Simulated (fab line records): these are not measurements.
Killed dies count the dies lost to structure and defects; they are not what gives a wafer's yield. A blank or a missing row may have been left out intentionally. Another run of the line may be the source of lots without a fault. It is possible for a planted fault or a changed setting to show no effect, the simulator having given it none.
A struck lot beside a sound one / flow rit-cmos / 16 out of 202 route steps
Sound: these wafers, L989.3, L989.4, L989.6. Struck: wafers L106.1, L106.3, L106.6. The cause comes at the end.
Order at every step that has rows: each side's tool, ch and its chambers, its first start. Under that, the readings that differ: sound wafers / struck wafers / difference of the means / sigmas: that difference in standard deviations of wafers without a fault.
alike: readings with means less than 2 such deviations apart, plus words and numbers identical on both sides. not compared: withheld readings, readings lacking a value on some wafer, bounds such as >300 that could conceal the same value, and numbers that have no deviation in the record and whose values overlap.
Wherever a step has rows on one side only, a row that says differs or no value, or a row with sigmas, the two part there. Numbers that don't overlap but have no deviation are shown without sigmas and don't part them. Lack of a reading on every wafer of one side parts them only where that side has two or more wafers.

first, 4 steps without rows for these wafers: RIT_ACTIVE_SOFTBAKE_07 (time 60 s); RIT_ACTIVE_EXPOSE_08 (exposes mask M1, target cd 1400 nm); RIT_ACTIVE_PEB_09; RIT_ACTIVE_DEVELOP_10 (develop time 52.49 s).
RIT_ACTIVE_CD_MEAS_11: the cd target is 1400 nm.
  struck on cd-sem-01, day 6 05:23; sound on cd-sem-02, day 2 16:53
  alike: cd-nm
then, 1 step without rows for these wafers: RIT_ACTIVE_HARDBAKE_12 (time 60 s).
RIT_ACTIVE_ETCH_13: etches Si3N4 in SF6, stops on SiO2, time 210 s, target depth 210 nm.
  sound on rie-diel-03 ch 1,2, day 2 17:08; struck on rie-diel-03 ch 0,3, day 6 05:39
  alike: chamber-pressure-mTorr, drypump-motor-current-A, oes-product-au, throttle-valve-pct
  not compared: rf-hours-counter-h
RIT_ACTIVE_STRIP_14: strips in O2, time 180 s.
  sound on plasma-asher-03 ch 0,1, day 2 17:20; struck on plasma-asher-04 ch 0,1, day 6 05:47
  alike: chamber-pressure-mTorr, drypump-motor-current-A, rf-refl-power-W
  not compared: rf-hours-counter-h
RIT_ACTIVE_CD_MEAS_90: the cd target is 1400 nm.
  struck on cd-sem-01, day 6 05:58; sound on cd-sem-01, day 2 17:29
  alike: cd-nm
then, 3 steps without rows for these wafers: RIT_ACTIVE_CLEAN_15 (cleans in SC1, time 600 s); RIT_ACTIVE_CLEAN_16 (cleans in dHF, time 30 s); RIT_ACTIVE_CLEAN_17 (cleans in SC2, time 600 s).
RIT_FOX1_OXIDATION_00: target thk 350.7 nm, ox time 1130 s.
  sound on furnace-01 ch 0, day 2 19:08; struck on furnace-03 ch 0, day 6 06:29
reading=zone-power-centre-pct (%); sound=55.1 55.4 55.3; struck=47.9 48.0 47.6; difference=-7.4; sigmas=-3
reading=model.SiO2_of_FOX1_OXIDATION_00.thk-nm (nm); sound=352.6 353.9 350.4; struck=303 299.4 305.2; difference=-50; sigmas=
RIT_FOX1_THK_MEAS_01:
  struck on film-metro-02, day 6 07:47; sound on film-metro-03, day 2 20:28
reading=FOX1_OXIDE_THK (nm); sound=352 354 350; struck=303 299 305; difference=-50; sigmas=-6
then, 1 step without rows for these wafers: RIT_FOX1_WET_ETCH_02 (etches SiO2 in BOE, target depth 350 nm, time 390 s).
RIT_M1_PROBE_99:
  struck on prober-02, day 8 01:19; sound on prober-01, day 4 17:23
reading=killed-open; sound=4 5 10; struck=1 2 3; difference=-4; sigmas=-2
reading=model.etest.nplus-sal.width-nm (nm); sound=3419 3445 3426; struck=3480 3507 3480; difference=+59; sigmas=
reading=model.etest.pldd.width-nm (nm); sound=3172 3183 3182; struck=3227 3241 3220; difference=+50; sigmas=
reading=model.etest.nldd.width-nm (nm); sound=3167 3171 3180; struck=3223 3226 3217; difference=+49; sigmas=
  alike: killed-at-contacts, killed-at-front-end, killed-dies, killed-short
  not compared: model.etest.pplus-sal.width-nm

WHERE THEY PART
First at RIT_FOX1_OXIDATION_00; last, within this record, at RIT_M1_PROBE_99.

WHY: the cause the simulator had injected
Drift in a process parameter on furnace-03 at RIT_FOX1_OXIDATION_00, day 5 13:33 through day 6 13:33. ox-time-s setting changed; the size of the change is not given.
